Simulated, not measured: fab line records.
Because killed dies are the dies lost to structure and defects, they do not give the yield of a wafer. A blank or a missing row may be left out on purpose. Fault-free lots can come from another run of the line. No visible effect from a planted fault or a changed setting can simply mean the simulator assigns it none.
Struck lot and sound lot, side by side | flow berkeley-cmos170 | 44 steps out of a route of 331
Sound: wafers L528.1, L528.2, L528.3. Wafers L531.2, L531.4, L531.6 were the ones struck. The cause comes at the end.
Per side, at each step with rows, come the tool, then ch with its chambers, and then its first start. Under that, the readings that differ: sound wafers | struck wafers | difference of the means | sigmas: that difference in standard deviations of wafers without a fault.
alike: a reading whose means differ by less than 2 such deviations, as well as words and numbers matching on both sides. not compared: withheld readings; readings where some wafer has no value; bounds like >300 that might hide an equal value; numbers whose values overlap and for which the record gives no deviation.
The two part at a step that has a row with sigmas, a row that says differs or no value, or rows on one side only. Non-overlapping numbers with no deviation appear without sigmas and do not part them. Lack of a reading on every wafer of one side parts them only where that side has two or more wafers.

UCB170_GATE_STRIP_16: strips in O2.
  sound on plasma-asher-04 ch 0,1, day 9 00:59; struck on plasma-asher-04 ch 0,1, day 9 23:24
  alike: drypump-motor-current-A, o2-flow-sccm, oes-product-au
  not compared: rf-hours-counter-h
UCB170_GATE_CD_MEAS_90: the cd target is 350 nm.
  struck on cd-sem-02, day 9 23:31; sound on cd-sem-02, day 9 01:08
  alike: cd-nm
then, 7 steps without rows for these wafers: UCB170_GATE_CLEAN_17 (cleans in SPM, time 600 s); UCB170_PLDD_HMDS_00 (prime time 60 s); UCB170_PLDD_COAT_01 (resist thk 900 nm); UCB170_PLDD_SOFTBAKE_02 (time 60 s); UCB170_PLDD_EXPOSE_03 (exposes mask PSELECT, target cd 1200 nm); UCB170_PLDD_PEB_04; UCB170_PLDD_DEVELOP_05 (develop time 45 s).
UCB170_PLDD_CD_MEAS_06: the cd target is 1200 nm.
  struck on cd-sem-02, day 10 00:52; sound on cd-sem-01, day 9 05:27
  reading    | sound                | struck               | difference | sigmas
  cd-nm (nm) | 1202.9 1202.6 1201.5 | 1198.6 1199.8 1198.3 | -3.4       | -2
UCB170_PLDD_OVL_MEAS_07:
  struck on overlay-02, day 10 00:58; sound on overlay-02, day 9 05:34
  alike: PLDD_OVL
following that, these wafers have no rows for 1 step: UCB170_PLDD_IMPLANT_08.
UCB170_PLDD_IMPLANT_09:
  sound on implanter-02 ch 0, day 9 05:46; struck on implanter-03 ch 0, day 10 01:11
  reading            | sound                         | struck                        | difference | sigmas
  dose-ions-cm2      | 5.006e+13 4.999e+13 4.996e+13 | 3.563e+13 3.563e+13 3.573e+13 | -1.434e+13 | -99 or more
  faraday-current-uA | 156 157 161                   | 113 114 114                   | -44        | -7
UCB170_PLDD_STRIP_10: strips in O2.
  sound on plasma-asher-04 ch 0,1, day 9 05:59; struck on plasma-asher-01 ch 1, day 10 01:18
  reading                     | sound       | struck      | difference | sigmas
  drypump-motor-current-A (A) | 5.2 6.0 5.2 | 6.3 6.3 6.4 | +0.9       | +2
  alike: o2-flow-sccm, oes-product-au, strip-time-to-endpoint-s
  not compared: rf-hours-counter-h
UCB170_PLDD_TW_MEAS_11:
  struck on film-metro-04, day 10 01:25; sound on film-metro-04, day 9 06:05
  reading | sound          | struck      | difference | sigmas
  PLDD_TW | 1015 1029 1021 | 970 970 973 | -51        | -5
  not compared: hold
then, 7 steps without rows for these wafers: UCB170_PLDD_CLEAN_12 (cleans in SPM, time 600 s); UCB170_NLDD_HMDS_00 (prime time 60 s); UCB170_NLDD_COAT_01 (resist thk 900 nm); UCB170_NLDD_SOFTBAKE_02 (time 60 s); UCB170_NLDD_EXPOSE_03 (exposes mask NSELECT, target cd 1200 nm); UCB170_NLDD_PEB_04; UCB170_NLDD_DEVELOP_05 (develop time 45 s).
UCB170_NLDD_CD_MEAS_06: the cd target is 1200 nm.
  struck on cd-sem-02, day 10 02:53; sound on cd-sem-01, day 9 07:58
  alike: cd-nm
UCB170_NLDD_OVL_MEAS_07:
  struck on overlay-01, day 10 03:00; sound on overlay-02, day 9 08:05
  alike: NLDD_OVL
then, 2 steps without rows for these wafers: UCB170_NLDD_IMPLANT_08; UCB170_NLDD_IMPLANT_09.
UCB170_NLDD_STRIP_10: strips in O2.
  sound on plasma-asher-03 ch 0,1, day 9 08:25; struck on plasma-asher-03 ch 0, day 10 03:20
  alike: drypump-motor-current-A, o2-flow-sccm, oes-product-au, strip-time-to-endpoint-s
  not compared: rf-hours-counter-h
UCB170_NLDD_TW_MEAS_11:
  struck on film-metro-01, day 10 03:26; sound on film-metro-01, day 9 08:31
  alike: NLDD_TW
then, 1 step without rows for these wafers: UCB170_NLDD_CLEAN_12 (cleans in SPM, time 600 s).
UCB170_SPACER_CVD_00: deposits SiO2 from TEOS/O2, target thk 376 nm, time 47 s.
  sound on pecvd-04 ch 0,1,2, day 9 08:45; struck on pecvd-04 ch 0,1, day 10 03:40
  alike: heater-power-w
UCB170_SPACER_THK_MEAS_01:
  struck on film-metro-04, day 10 03:43; sound on film-metro-04, day 9 08:47
  alike: SPACER_TEOS_THK
then, 1 step without rows for these wafers: UCB170_SPACER_ANNEAL_02 (time 1800 s).
UCB170_SPACER_ETCHBACK_03: etches SiO2 in CHF3/CF4/Ar, stops on Si, target depth 376 nm, time 100 s.
  sound on rie-diel-03 ch 0,1,2, day 9 18:05; struck on rie-diel-03 ch 0,3, day 10 08:37
  alike: drypump-motor-current-A, oes-product-au, throttle-valve-pct
  not compared: rf-hours-counter-h
then, 6 steps without rows for these wafers: UCB170_PSD_HMDS_00 (prime time 60 s); UCB170_PSD_COAT_01 (resist thk 900 nm); UCB170_PSD_SOFTBAKE_02 (time 60 s); UCB170_PSD_EXPOSE_03 (exposes mask PSELECT MOD, target cd 1200 nm); UCB170_PSD_PEB_04; UCB170_PSD_DEVELOP_05 (develop time 45 s).
UCB170_PSD_CD_MEAS_06: the cd target is 1200 nm.
  struck on cd-sem-01, day 10 09:47; sound on cd-sem-02, day 9 19:16
  alike: cd-nm
UCB170_PSD_OVL_MEAS_07:
  struck on overlay-01, day 10 09:54; sound on overlay-01, day 9 19:23
  alike: PSD_OVL
following that, these wafers have no rows for 1 step: UCB170_PSD_IMPLANT_08.
UCB170_SDANNEAL_RS_MEAS_04: measurement is done with a four-point probe.
  struck on film-metro-03, day 10 16:47; sound on film-metro-04, day 9 23:01
  reading          | sound                | struck               | difference | sigmas
  PLDD_RS (ohm/sq) | 1032.2 1032.9 1032.4 | 1168.9 1165.6 1161.6 | +132.9     | +51
  not compared: hold
UCB170_M3_PROBE_99:
  the record has rows for the sound wafers here (prober-01, day 10 23:15) and none for the struck ones

WHERE THEY PART
At UCB170_PLDD_CD_MEAS_06 first; at UCB170_M3_PROBE_99 last (within this record only).

WHY: the cause the simulator had injected
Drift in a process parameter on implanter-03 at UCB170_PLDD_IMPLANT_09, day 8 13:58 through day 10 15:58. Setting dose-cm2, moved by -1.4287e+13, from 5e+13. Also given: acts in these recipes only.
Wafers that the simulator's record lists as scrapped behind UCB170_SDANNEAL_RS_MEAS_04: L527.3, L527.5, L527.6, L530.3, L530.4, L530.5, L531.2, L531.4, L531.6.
